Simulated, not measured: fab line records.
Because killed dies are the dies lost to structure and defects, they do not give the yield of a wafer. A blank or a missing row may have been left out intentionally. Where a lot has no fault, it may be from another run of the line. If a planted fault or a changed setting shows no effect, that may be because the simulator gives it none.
fab line records	flow rit-cmos
record: lots: 6	wafers: 18	last-day: 7
route steps=202 shown REOX@99 NLDD@103 PLDD@114 SPACER@125 NSD@131 M1@202
lots untouched by any fault: they come from a run of this same line in which no faults occurred
start-h: hours from the record's first day to the start of the lot's first wafer shown	wait-h: hours from the lot's prior step to this one	" identical to the entry in the row above	L1.1+2: a row that stands for several wafers	- value missing, or start not given	* or withheld: withheld	< > ~ a bound
route shown NAME@n: names a module that has steps shown in the file, with the first one's number in the route	usual: mean/standard deviation of fault-free wafers	same: alike in all rows	chamber/n: place in a boat	sites: the reading at each site	_std_site: the values' standard deviation	_edge_site: mean of outer sites minus mean of inner sites	radius-mm: how far each site lies from the wafer's centre	mask NAME#n: copy n	behind: the last tool/chamber to shape the wafer	hold: cause of the lot's hold/its duration in hours/its outcome	device: transistor that didn't switch, given as n, p or np	end of line: tests of these same wafers at the route's end	for a step that has no rows: nothing shown but its recipe	killed: count of dies lost to structure and defects at first sort (not the wafer's yield)	map: shows each die of a wafer: x if killed, . if not, _ if none is there
set.NAME: setting as actually run; set.NAME@STEP: the setting as run at that earlier step	model.NAME: the simulator's own value behind a step, which no gauge read
a table for each step, a row for each wafer; lots at some steps of the route
services: a tool's chamber out of use, with start hour (start-h, from the record's first day; less than 0 if before it), hours out, and reason
== steps ==
step: RIT_REOX_CLEAN_01
recipe: chemistry: dHF	dilution: 50:1	time-s: 30
step: RIT_REOX_CLEAN_02
recipe: chemistry: SC2	mix: 3:3:50	time-s: 600	temp-c: 75	dry: n2-spin
step: RIT_REOX_OXIDATION_03
recipe: temp-c: 900	ambient: O2	target-thk-a: 252	ox-time-s: 5580
step: RIT_REOX_THK_MEAS_04
recipe: reads: SiO2_of_REOX_OXIDATION_03
usual: REOX_OXIDE_THK: 25.1/0.42
lot.wafer	tool	chamber	start-h	wait-h	REOX_OXIDE_THK[nm]
L384.3	film-metro-03	-	40.65	0.0	25.4
L384.4	"	-	"	"	25.5
L384.6	"	-	"	"	25.4
L392.1	film-metro-02	-	83.68	0.0	25.2
L392.3	"	-	"	"	25.5
L392.6	"	-	"	"	25.1
L398.1	film-metro-03	-	111.76	0.0	25.9
L398.4	"	-	"	"	25.0
L398.5	"	-	"	"	25.6
L402.1	film-metro-04	-	131.17	0.0	25.0
L402.5	"	-	"	"	25.1
L402.6	"	-	"	"	24.5
L404.1	film-metro-03	-	140.83	0.0	24.9
L404.2	"	-	"	"	25.5
L404.6	"	-	"	"	25.2
L405.3	film-metro-04	-	144.70	0.0	24.6
L405.4	"	-	"	"	24.6
L405.6	"	-	"	"	25.0
step: RIT_NLDD_HMDS_00
recipe: prime-time-s: 60	prime-temp-c: 140
step: RIT_NLDD_COAT_01
recipe: resist: NOVOLAK	spin-rpm: 3250	resist-thk-nm: 1000
step: RIT_NLDD_SOFTBAKE_02
recipe: resist: NOVOLAK	temp-c: 90	time-s: 60
step: RIT_NLDD_EXPOSE_03
recipe: mask-id: M7	na: 0.57	target-cd-nm: 40700	dose-mj: 250
step: RIT_NLDD_PEB_04
recipe: resist: NOVOLAK	temp-c: withheld	time-s: withheld
step: RIT_NLDD_DEVELOP_05
recipe: resist: NOVOLAK	develop-time-s: 50	dev-temp-c: 23
step: RIT_NLDD_OVL_MEAS_06
usual: NLDD_OVL: 0.0/1.3
lot.wafer	tool	chamber	start-h	wait-h	NLDD_OVL[nm]
L384.3	overlay-02	-	41.68	-	1.3
L384.4	"	-	"	"	3.5
L384.6	"	-	"	"	2.9
L392.1	overlay-02	-	84.71	-	-1.4
L392.3	"	-	"	"	-0.3
L392.6	"	-	"	"	-0.3
L398.1	overlay-02	-	112.67	-	2.5
L398.4	"	-	"	"	1.5
L398.5	"	-	"	"	0.8
L402.1	overlay-02	-	132.29	-	0.5
L402.5	"	-	"	"	-0.6
L402.6	"	-	"	"	2.1
L404.1	overlay-02	-	141.94	-	-1.6
L404.2	"	-	"	"	-2.3
L404.6	"	-	"	"	-2.5
L405.3	overlay-01	-	145.65	-	-0.3
L405.4	"	-	"	"	-0.5
L405.6	"	-	"	"	-1.0
step: RIT_NLDD_HARDBAKE_07
recipe: resist: NOVOLAK	temp-c: 140	time-s: 60
step: RIT_NLDD_IMPLANT_08
recipe: species: P	energy-kev: 20	dose-cm2: 5e+14	tilt-deg: 7
usual: beam-energy-keV: 20.000/0.0062	dose-ions-cm2: 5.001e+14/5.7e+11	end-station-pressure-torr: 6.3e-06/3e-07	faraday-current-uA: 1573/31
lot.wafer	tool	chamber	start-h	wait-h	beam-energy-keV	dose-ions-cm2	end-station-pressure-torr	faraday-current-uA
L384.3	implanter-01	0	41.91	0.1	20.000	5.004e+14	5.73e-06	1527
L384.4	"	0	"	"	19.991	5.006e+14	6.24e-06	1556
L384.6	"	0	"	"	19.990	5.003e+14	6.3e-06	1521
L392.1	implanter-02	0	84.90	0.1	19.990	4.997e+14	6.63e-06	1585
L392.3	"	0	"	"	20.004	4.997e+14	6.25e-06	1558
L392.6	"	0	"	"	19.996	4.995e+14	6.1e-06	1637
L398.1	implanter-02	0	112.85	0.1	19.998	7.995e+14	7.21e-06	2503
L398.4	"	0	"	"	20.002	7.994e+14	7.11e-06	2531
L398.5	"	0	"	"	19.997	7.993e+14	6.63e-06	2579
L402.1	implanter-02	0	132.47	0.1	19.999	8e+14	7.41e-06	2556
L402.5	"	0	"	"	19.988	8.002e+14	7.04e-06	2575
L402.6	"	0	"	"	20.001	8.008e+14	7.3e-06	2489
L404.1	implanter-04	0	142.30	0.1	20.000	5.004e+14	6.8e-06	1527
L404.2	"	0	"	"	19.992	5.001e+14	6.44e-06	1650
L404.6	"	0	"	"	19.993	5.003e+14	6.43e-06	1560
L405.3	implanter-04	0	145.87	0.1	19.994	4.986e+14	6.3e-06	1571
L405.4	"	0	"	"	20.007	4.999e+14	6.15e-06	1537
L405.6	"	0	"	"	19.989	4.995e+14	6.36e-06	1560
step: RIT_NLDD_STRIP_09
recipe: chemistry: O2	time-s: 180	resist: NOVOLAK	platen-temp-c: withheld	power-w: 500	pressure-mtorr: 4000	o2-flow-sccm: 4000
usual: drypump-motor-current-A: 5.8/0.33
lot.wafer	tool	chamber	start-h	wait-h	drypump-motor-current-A	rf-hours-counter-h
L384.3	plasma-asher-01	0	42.06	0.1	5.6	-
L384.4	"	1	"	"	6.3	-
L384.6	"	0	"	"	5.5	-
L392.1	plasma-asher-01	1	85.05	0.1	6.3	46
L392.3	"	0	"	"	5.6	-
L392.6	"	0	"	"	5.6	-
L398.1	plasma-asher-01	1	113.00	0.1	6.3	50
L398.4	"	1	"	"	6.3	-
L398.5	"	1	"	"	6.3	-
L402.1	plasma-asher-02	0	132.62	0.1	5.1	37
L402.5	"	0	"	"	5.1	-
L402.6	"	1	"	"	5.9	-
L404.1	plasma-asher-04	1	142.45	0.1	5.8	51
L404.2	"	0	"	"	5.5	51
L404.6	"	1	"	"	5.7	-
L405.3	plasma-asher-01	1	146.03	0.1	6.3	-
L405.4	"	0	"	"	5.6	-
L405.6	"	0	"	"	5.6	-
step: RIT_NLDD_TW_MEAS_10
usual: NLDD_TW: 2509/35
lot.wafer	tool	chamber	start-h	wait-h	NLDD_TW
L384.3	film-metro-04	-	42.20	0.1	2525
L384.4	"	-	"	"	2520
L384.6	"	-	"	"	2508
L392.1	film-metro-02	-	85.22	0.1	2452
L392.3	"	-	"	"	2462
L392.6	"	-	"	"	2466
L398.1	film-metro-01	-	113.18	0.1	2869
L398.4	"	-	"	"	2869
L398.5	"	-	"	"	2874
L402.1	film-metro-04	-	132.80	0.1	2811
L402.5	"	-	"	"	2805
L402.6	"	-	"	"	2812
L404.1	film-metro-04	-	142.63	0.1	2507
L404.2	"	-	"	"	2497
L404.6	"	-	"	"	2509
L405.3	film-metro-02	-	146.17	0.1	2463
L405.4	"	-	"	"	2450
L405.6	"	-	"	"	2456
step: RIT_PLDD_HMDS_00
recipe: prime-time-s: 60	prime-temp-c: 140
step: RIT_PLDD_COAT_01
recipe: resist: NOVOLAK	spin-rpm: 3250	resist-thk-nm: 1000
step: RIT_PLDD_SOFTBAKE_02
recipe: resist: NOVOLAK	temp-c: 90	time-s: 60
step: RIT_PLDD_EXPOSE_03
recipe: mask-id: M8	na: 0.57	target-cd-nm: 40900	dose-mj: 250
step: RIT_PLDD_PEB_04
recipe: resist: NOVOLAK	temp-c: withheld	time-s: withheld
step: RIT_PLDD_DEVELOP_05
recipe: resist: NOVOLAK	develop-time-s: 50	dev-temp-c: 23
step: RIT_PLDD_OVL_MEAS_06
usual: PLDD_OVL: -0.7/1.2
lot.wafer	tool	chamber	start-h	wait-h	PLDD_OVL[nm]
L384.3	overlay-01	-	43.10	-	-0.4
L384.4	"	-	"	"	0.2
L384.6	"	-	"	"	-1.7
L392.1	overlay-01	-	86.26	-	-0.3
L392.3	"	-	"	"	-0.9
L392.6	"	-	"	"	-0.3
L398.1	overlay-01	-	114.09	-	2.1
L398.4	"	-	"	"	2.6
L398.5	"	-	"	"	0.4
L402.1	overlay-01	-	133.83	-	0.3
L402.5	"	-	"	"	-0.5
L402.6	"	-	"	"	0.3
L404.1	overlay-01	-	143.66	-	-0.2
L404.2	"	-	"	"	-1.9
L404.6	"	-	"	"	0.0
L405.3	overlay-01	-	147.20	-	0.9
L405.4	"	-	"	"	-0.4
L405.6	"	-	"	"	3.6
step: RIT_PLDD_HARDBAKE_07
recipe: resist: NOVOLAK	temp-c: 140	time-s: 60
step: RIT_PLDD_IMPLANT_08
recipe: species: BF2	energy-kev: 20	dose-cm2: 9e+14	tilt-deg: 7
step: RIT_PLDD_STRIP_09
recipe: chemistry: O2	time-s: 180	resist: NOVOLAK	platen-temp-c: withheld	power-w: 500	pressure-mtorr: 4000	o2-flow-sccm: 4000
usual: drypump-motor-current-A: 5.65/0.26
lot.wafer	tool	chamber	start-h	wait-h	drypump-motor-current-A	rf-hours-counter-h
L384.3	plasma-asher-04	0	43.59	0.1	5.52	-
L384.4	"	1	"	"	5.78	-
L384.6	"	0	"	"	5.54	-
L392.1	plasma-asher-04	0	86.59	0.1	5.54	45
L392.3	"	1	"	"	5.74	-
L392.6	"	1	"	"	5.76	-
L398.1	plasma-asher-04	0	114.42	0.1	5.53	48
L398.4	"	1	"	"	5.73	-
L398.5	"	1	"	"	5.73	-
L402.1	plasma-asher-03	1	134.17	0.1	5.41	2
L402.5	"	0	"	"	6.04	-
L402.6	"	1	"	"	5.41	-
L404.1	plasma-asher-03	1	144.00	0.1	5.42	3
L404.2	"	0	"	"	6.07	3
L404.6	"	0	"	"	6.06	-
L405.3	plasma-asher-03	1	147.58	0.1	5.42	-
L405.4	"	0	"	"	6.06	-
L405.6	"	0	"	"	6.02	-
step: RIT_PLDD_TW_MEAS_10
usual: PLDD_TW: 2350/35
lot.wafer	tool	chamber	start-h	wait-h	PLDD_TW
L384.3	film-metro-02	-	43.73	0.1	2320
L384.4	"	-	"	"	2316
L384.6	"	-	"	"	2306
L392.1	film-metro-04	-	86.77	0.1	2359
L392.3	"	-	"	"	2370
L392.6	"	-	"	"	2354
L398.1	film-metro-02	-	114.60	0.1	2338
L398.4	"	-	"	"	2323
L398.5	"	-	"	"	2314
L402.1	film-metro-04	-	134.34	0.1	2349
L402.5	"	-	"	"	2357
L402.6	"	-	"	"	2361
L404.1	film-metro-04	-	144.18	0.1	2354
L404.2	"	-	"	"	2341
L404.6	"	-	"	"	2336
L405.3	film-metro-02	-	147.71	0.1	2299
L405.4	"	-	"	"	2309
L405.6	"	-	"	"	2304
step: RIT_SPACER_CLEAN_00
recipe: chemistry: SC1	mix: 3:3:50	time-s: 600	temp-c: 75
step: RIT_SPACER_CLEAN_01
recipe: chemistry: dHF	dilution: 50:1	time-s: 30
step: RIT_SPACER_CLEAN_02
recipe: chemistry: SC2	mix: 3:3:50	time-s: 600	temp-c: 75	dry: n2-spin
step: RIT_SPACER_CVD_03
recipe: material: Si3N4	target-thk-nm: 250	temp-c: 810	precursor: SiH2Cl2/NH3	time-s: 3300	pressure-mtorr: 300	sih2cl2-flow-sccm: 60	nh3-flow-sccm: 150
step: RIT_SPACER_THK_MEAS_04
recipe: reads: Si3N4_of_SPACER_CVD_03
usual: SPACER_NITRIDE_THK: 249.8/2
lot.wafer	tool	chamber	start-h	wait-h	SPACER_NITRIDE_THK[nm]
L384.3	film-metro-04	-	47.13	0.0	248.3
L384.4	"	-	"	"	249.6
L384.6	"	-	"	"	249.8
L392.1	film-metro-03	-	89.11	0.0	251.2
L392.3	"	-	"	"	252.0
L392.6	"	-	"	"	250.8
L398.1	film-metro-03	-	118.04	0.0	248.0
L398.4	"	-	"	"	245.7
L398.5	"	-	"	"	248.0
L402.1	film-metro-03	-	136.86	0.0	247.9
L402.5	"	-	"	"	249.8
L402.6	"	-	"	"	248.5
L404.1	film-metro-04	-	146.55	0.0	252.3
L404.2	"	-	"	"	252.8
L404.6	"	-	"	"	252.4
L405.3	film-metro-03	-	150.09	0.0	249.8
L405.4	"	-	"	"	250.6
L405.6	"	-	"	"	251.5
step: RIT_SPACER_ETCHBACK_05
recipe: target-depth-a: 2500	SF6_flow_sccm: 30	CHF3_flow_sccm: 30	target: Si3N4	chemistry: SF6/CHF3	pressure-mtorr: 40	rf-w: 250	time-s: 240	stop-on: SiO2
usual: drypump-motor-current-A: 5.7/0.5	oes-product-au: 0.844/0.014	rf-fwd-power-W: 249.3/0.85	throttle-valve-pct: 10.22/0.15
lot.wafer	tool	chamber	start-h	wait-h	drypump-motor-current-A	oes-product-au	rf-fwd-power-W	rf-hours-counter-h	throttle-valve-pct
L384.3	rie-diel-01	0	47.17	0.0	5.7	0.848	247.8	5	10.16
L384.4	"	1	"	"	6.0	0.874	249.5	141	10.01
L384.6	"	0	"	"	5.7	0.838	248.9	-	10.16
L392.1	rie-diel-02	0	89.17	0.1	4.9	0.829	248.3	4	10.22
L392.3	"	0	"	"	4.9	0.824	249.2	-	10.23
L392.6	"	0	"	"	4.9	0.827	249.1	-	10.21
L398.1	rie-diel-02	3	118.10	0.1	4.9	0.832	248.6	5	10.15
L398.4	"	1	"	"	5.6	0.844	247.0	0	10.25
L398.5	"	0	"	"	4.9	0.825	249.3	-	10.21
L402.1	rie-diel-02	1	136.92	0.1	5.6	0.850	249.6	1	10.25
L402.5	"	0	"	"	4.9	0.831	250.5	-	10.23
L402.6	"	1	"	"	5.5	0.860	250.7	-	10.26
L404.1	rie-diel-01	0	146.61	0.1	5.7	0.852	249.1	7	10.16
L404.2	"	1	"	"	6.0	0.866	250.1	143	10.01
L404.6	"	0	"	"	5.7	0.848	250.0	-	10.17
L405.3	rie-diel-03	0	150.13	0.0	6.4	0.834	249.1	75	10.09
L405.4	"	2	"	"	4.9	0.827	249.0	37	10.18
L405.6	"	2	"	"	4.9	0.839	247.2	-	10.19
step: RIT_NSD_HMDS_00
recipe: prime-time-s: 60	prime-temp-c: 140
step: RIT_NSD_COAT_01
recipe: resist: NOVOLAK	spin-rpm: 3250	resist-thk-nm: 1000
step: RIT_NSD_SOFTBAKE_02
recipe: resist: NOVOLAK	temp-c: 90	time-s: 60
step: RIT_NSD_EXPOSE_03
recipe: mask-id: M9	na: 0.57	target-cd-nm: 40700	dose-mj: 250
step: RIT_NSD_PEB_04
recipe: resist: NOVOLAK	temp-c: withheld	time-s: withheld
step: RIT_NSD_DEVELOP_05
recipe: resist: NOVOLAK	develop-time-s: 50	dev-temp-c: 23
step: RIT_NSD_OVL_MEAS_06
usual: NSD_OVL: -0.3/1.3
lot.wafer	tool	chamber	start-h	wait-h	NSD_OVL[nm]
L384.3	overlay-01	-	48.31	-	0.1
L384.4	"	-	"	"	-0.3
L384.6	"	-	"	"	0.3
L392.1	overlay-02	-	90.34	-	1.1
L392.3	"	-	"	"	0.4
L392.6	"	-	"	"	0.8
L398.1	overlay-02	-	119.20	-	-1.9
L398.4	"	-	"	"	-1.3
L398.5	"	-	"	"	-0.5
L402.1	overlay-02	-	138.06	-	-0.9
L402.5	"	-	"	"	-0.5
L402.6	"	-	"	"	-0.3
L404.1	overlay-01	-	147.74	-	0.2
L404.2	"	-	"	"	-0.3
L404.6	"	-	"	"	-1.5
L405.3	overlay-01	-	151.27	-	-0.9
L405.4	"	-	"	"	-1.8
L405.6	"	-	"	"	-3.9
step: RIT_NSD_HARDBAKE_07
recipe: resist: NOVOLAK	temp-c: 140	time-s: 60
step: RIT_NSD_IMPLANT_08
recipe: species: P	energy-kev: 25	dose-cm2: 1e+15	tilt-deg: 7
step: RIT_NSD_STRIP_09
recipe: chemistry: O2	time-s: 180	resist: NOVOLAK	platen-temp-c: withheld	power-w: 500	pressure-mtorr: 4000	o2-flow-sccm: 4000
usual: drypump-motor-current-A: 5.8/0.32
lot.wafer	tool	chamber	start-h	wait-h	drypump-motor-current-A	rf-hours-counter-h
L384.3	plasma-asher-01	1	48.69	0.1	6.3	-
L384.4	"	0	"	"	5.5	-
L384.6	"	1	"	"	6.3	-
L392.1	plasma-asher-01	0	90.68	0.1	5.6	47
L392.3	"	1	"	"	6.3	-
L392.6	"	0	"	"	5.6	-
L398.1	plasma-asher-01	0	119.54	0.1	5.6	50
L398.4	"	0	"	"	5.5	-
L398.5	"	0	"	"	5.6	-
L402.1	plasma-asher-03	1	138.39	0.1	5.4	2
L402.5	"	0	"	"	6.0	-
L402.6	"	1	"	"	5.4	-
L404.1	plasma-asher-04	0	148.07	0.1	5.5	51
L404.2	"	1	"	"	5.7	51
L404.6	"	1	"	"	5.7	-
L405.3	plasma-asher-03	1	151.65	0.1	5.4	-
L405.4	"	0	"	"	6.0	-
L405.6	"	1	"	"	5.4	-
step: RIT_SDANNEAL_RS_MEAS_07
recipe: thk-meas-gauge: four-point-probe
usual: NLDD_RS: 151.7/0.54
lot.wafer	tool	chamber	start-h	wait-h	NLDD_RS[ohm/sq]
L384.3	film-metro-04	-	51.24	0.1	151.1
L384.4	"	-	"	"	151.3
L384.6	"	-	"	"	151.0
L392.1	film-metro-02	-	93.24	0.1	152.9
L392.3	"	-	"	"	152.1
L392.6	"	-	"	"	151.9
L398.1	film-metro-04	-	121.98	0.1	103.2
L398.4	"	-	"	"	103.2
L398.5	"	-	"	"	103.3
L402.1	film-metro-04	-	141.03	0.1	103.3
L402.5	"	-	"	"	104.0
L402.6	"	-	"	"	103.5
L404.1	film-metro-04	-	150.67	0.1	150.9
L404.2	"	-	"	"	151.5
L404.6	"	-	"	"	151.3
L405.3	film-metro-02	-	154.24	0.1	151.9
L405.4	"	-	"	"	151.7
L405.6	"	-	"	"	151.5
step: RIT_M1_PROBE_99
usual: killed_at_M0_to_M3: 0.0/0.12	killed-at-contacts: 0.1/0.27	killed-at-front-end: 7/3.1	killed-dies: 7/3.1	killed-open: 3.6/2.3	killed-short: 3.2/2
same: gross-dies: 264	killed_at_M4_up: 0	killed-at-back-side: 0	killed-at-other: 0
lot.wafer	tool	chamber	start-h	wait-h	killed_at_M0_to_M3	killed-at-contacts	killed-at-front-end	killed-dies	killed-open	killed-short	model.etest.nmos_0p3.r-on-ohm-um	model.etest.nmos_0p15.r-on-ohm-um	model.etest.nldd.rs-ohm-sq	model.etest.nmos-turned.drive-ua-um	model.etest.nmos_0p15.drive-ua-um	model.etest.nldd.line-ohm-um	model.etest.nmos-narrow.drive-ua-um	model.etest.nmos_0p3.drive-ua-um
L384.3	prober-02	-	58.66	0.2	0	0	7	7	6	1	2133	1162	397.2	323.1	481.2	124.7	242.3	239.4
L384.4	prober-02	-	58.71	0.2	0	0	8	8	3	5	2137	1121	401.1	319.2	481.4	124.2	235.1	234.6
L384.6	prober-02	-	58.81	0.2	0	0	13	13	7	6	2109	1139	397.4	324.9	488.7	125.1	239.4	237.9
L392.1	prober-01	-	100.47	0.1	0	0	7	7	5	2	2177	1150	377.6	320.3	458.4	118.7	229.3	225.2
L392.3	prober-01	-	100.57	0.2	1	0	10	11	6	4	2214	1156	384.8	317.6	455	121.3	220.9	221.1
L392.6	prober-01	-	100.72	0.2	0	0	11	11	3	8	2193	1154	375.6	325.4	460.6	116.9	225.2	221.5
L398.1	prober-01	-	129.85	0.1	0	0	4	4	3	1	1975	949.4	251.9	405.8	510.9	77.55	238.6	234.1
L398.4	prober-01	-	130.00	0.2	0	0	9	9	2	7	1966	976.7	238.2	420	521	74.59	247.7	241.2
L398.5	prober-01	-	130.05	0.2	0	0	8	8	5	3	1977	989.5	248.5	401.4	502.2	77.42	244.3	237
L402.1	prober-01	-	148.44	0.1	0	0	3	3	3	0	2038	986.3	255.2	405.7	511.8	80.15	235.4	231.6
L402.5	prober-01	-	148.64	0.2	0	0	9	9	7	2	2022	978.1	258.3	406.4	517.9	80.59	233.4	229.5
L402.6	prober-01	-	148.69	0.2	0	0	6	6	3	3	2026	984.6	247.7	415.2	523.5	79.27	234.1	231.9
L404.1	prober-01	-	157.92	0.1	0	0	7	7	1	6	2125	1090	367.2	336	479.6	113.8	226.3	227.5
L404.2	prober-01	-	157.97	0.1	0	0	11	11	8	3	2198	1142	376.5	313.6	455.4	118.5	218.3	218.6
L404.6	prober-01	-	158.17	0.2	0	0	8	8	6	2	2133	1110	369.3	333.2	477.6	117.3	223.1	226
L405.3	prober-02	-	161.46	0.2	0	0	3	3	1	2	2209	1172	392.1	304.4	435.4	124.5	209.6	215.4
L405.4	prober-02	-	161.51	0.2	0	0	3	3	1	2	2239	1202	385.5	308.4	432.7	123.2	208.3	213.9
L405.6	prober-02	-	161.61	0.2	0	1	4	5	1	4	2247	1204	397.4	299.1	432.5	125.6	212.7	214.6
killed by level:class
L384.3 GATE:geometric-particle:open=3 SILICIDE:geometric-particle:open=2 FOX2:geometric-particle:open=1 REOX:geometric-particle:short=1
L384.4 SILICIDE:geometric-particle:open=2 SILICIDE:geometric-particle:short=2 FOX2:geometric-particle:open=1 GATE:geometric-particle:short=1 REOX:geometric-particle:short=1 SPACER:geometric-particle:short=1
L384.6 REOX:geometric-particle:open=5 GATE:geometric-particle:short=2 SPACER:geometric-particle:short=2 SILICIDE:geometric-particle:short=2 GATE:geometric-particle:open=1 SPACER:geometric-particle:open=1
L392.1 GATE:geometric-particle:open=3 GATE:geometric-particle:short=2 FOX1:geometric-particle:open=1 SPACER:geometric-particle:open=1
L392.3 GATE:geometric-particle:short=3 FOX1:geometric-particle:open=2 GATE:geometric-particle:open=2 FOX2:geometric-particle:open=1 FOX2:geometric-particle:short=1 SPACER:geometric-particle:open=1 M1:coat-microbubble-printed=1
L392.6 GATE:geometric-particle:short=4 FOX1:geometric-particle:short=1 FOX2:geometric-particle:short=1 GATE:geometric-particle:open=1 SPACER:geometric-particle:short=1 SPACER:geometric-particle:open=1 SILICIDE:geometric-particle:open=1 SILICIDE:geometric-particle:short=1
L398.1 GATE:geometric-particle:open=3 FOX2:geometric-particle:short=1
L398.4 GATE:geometric-particle:short=3 SILICIDE:geometric-particle:short=3 SILICIDE:geometric-particle:open=2 SPACER:geometric-particle:short=1
L398.5 GATE:geometric-particle:open=3 GATE:geometric-particle:short=2 REOX:geometric-particle:open=1 SPACER:geometric-particle:short=1 SILICIDE:geometric-particle:open=1
L402.1 SPACER:geometric-particle:open=2 FOX1:geometric-particle:open=1
L402.5 SPACER:geometric-particle:open=4 FOX1:geometric-particle:open=1 GATE:geometric-particle:open=1 REOX:geometric-particle:short=1 REOX:geometric-particle:open=1 SPACER:geometric-particle:short=1
L402.6 GATE:geometric-particle:short=3 GATE:geometric-particle:open=2 FOX1:geometric-particle:open=1
L404.1 FOX1:geometric-particle:short=2 GATE:geometric-particle:short=2 FOX1:geometric-particle:open=1 SPACER:geometric-particle:short=1 SILICIDE:geometric-particle:short=1
L404.2 SILICIDE:geometric-particle:open=5 ACTIVE:geometric-particle:open=1 FOX2:geometric-particle:short=1 GATE:geometric-particle:short=1 REOX:geometric-particle:open=1 SPACER:geometric-particle:short=1 SPACER:geometric-particle:open=1
L404.6 SPACER:geometric-particle:open=2 SILICIDE:geometric-particle:open=2 FOX2:geometric-particle:open=1 GATE:geometric-particle:short=1 REOX:geometric-particle:open=1 SILICIDE:geometric-particle:short=1
L405.3 GATE:geometric-particle:open=1 GATE:geometric-particle:short=1 SILICIDE:geometric-particle:short=1
L405.4 GATE:geometric-particle:short=2 GATE:geometric-particle:open=1
L405.6 SPACER:geometric-particle:short=3 CONTACT:geometric-particle:short=1 FOX2:geometric-particle:open=1
== services ==
tool	chamber	start-h	hours	kind
implanter-02	-	37.09	1.7	repair
rie-diel-01	2	55.12	5.9	repair
rie-diel-02	1	62.13	7.9	repair
implanter-02	-	68.94	6.0	repair
rie-diel-02	1	70.61	-	clean
rie-diel-02	1	70.61	32.2	scheduled-down
rie-diel-02	1	70.61	32.2	vent-cycle
rie-diel-03	2	70.81	8.4	repair
rie-diel-02	2	84.52	5.5	repair
implanter-02	-	99.61	3.7	pm
implanter-04	-	100.21	2.7	pm
rie-diel-03	1	103.61	-	clean
rie-diel-03	1	103.61	20.3	scheduled-down
rie-diel-03	1	103.61	20.3	vent-cycle
plasma-asher-03	-	108.75	9.0	pm
plasma-asher-03	0	108.75	9.0	vent-cycle
plasma-asher-03	1	108.75	9.0	vent-cycle
plasma-asher-03	0	117.75	-	clean
plasma-asher-03	1	117.75	-	clean
rie-diel-02	2	127.60	4.6	repair
rie-diel-01	3	134.24	3.2	repair
implanter-01	-	135.63	15.8	repair
implanter-02	-	137.85	14.8	repair
== key ==
first-sign: step: RIT_NLDD_IMPLANT_08	reading: dose-ions-cm2	direction: up	sigmas: 99+	usual: 5.001e+14	struck: 7.999e+14
effect: step: RIT_NLDD_IMPLANT_08	reading: faraday-current-uA	direction: up	sigmas: 31	usual: 1573	struck: 2539
effect: step: RIT_NLDD_TW_MEAS_10	reading: NLDD_TW	direction: up	sigmas: 9.4	usual: 2509	struck: 2840
effect: step: RIT_SDANNEAL_RS_MEAS_07	reading: NLDD_RS	direction: down	sigmas: 90	usual: 151.7	struck: 103.4
model-effect: step: RIT_M1_PROBE_99	value: etest.nmos_0p3.r-on-ohm-um	without: 2212	struck: 2000
met-at RIT_NLDD_IMPLANT_08
struck-wafers L398.1,L398.4,L398.5,L402.1,L402.5,L402.6
tester-left-out L398,L402
onset-between 84.90 112.85
fault: kind: process-parameter-drift	tool: implanter-02	chamber: -	onset-h: 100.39	steps: RIT_NLDD_IMPLANT_08	channel: dose-cm2	offset: 3e+14	shape: step	end-h: 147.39	acts-in: these-recipes-only	stated: 5e+14
tester-left-out: of these lots the tester's yield and bins aren't shown, on N5 and GAA mostly nor the transistor test; their killed dies are dies lost to structure and defects alone, not to doping, threshold or leakage, so they don't give the yield
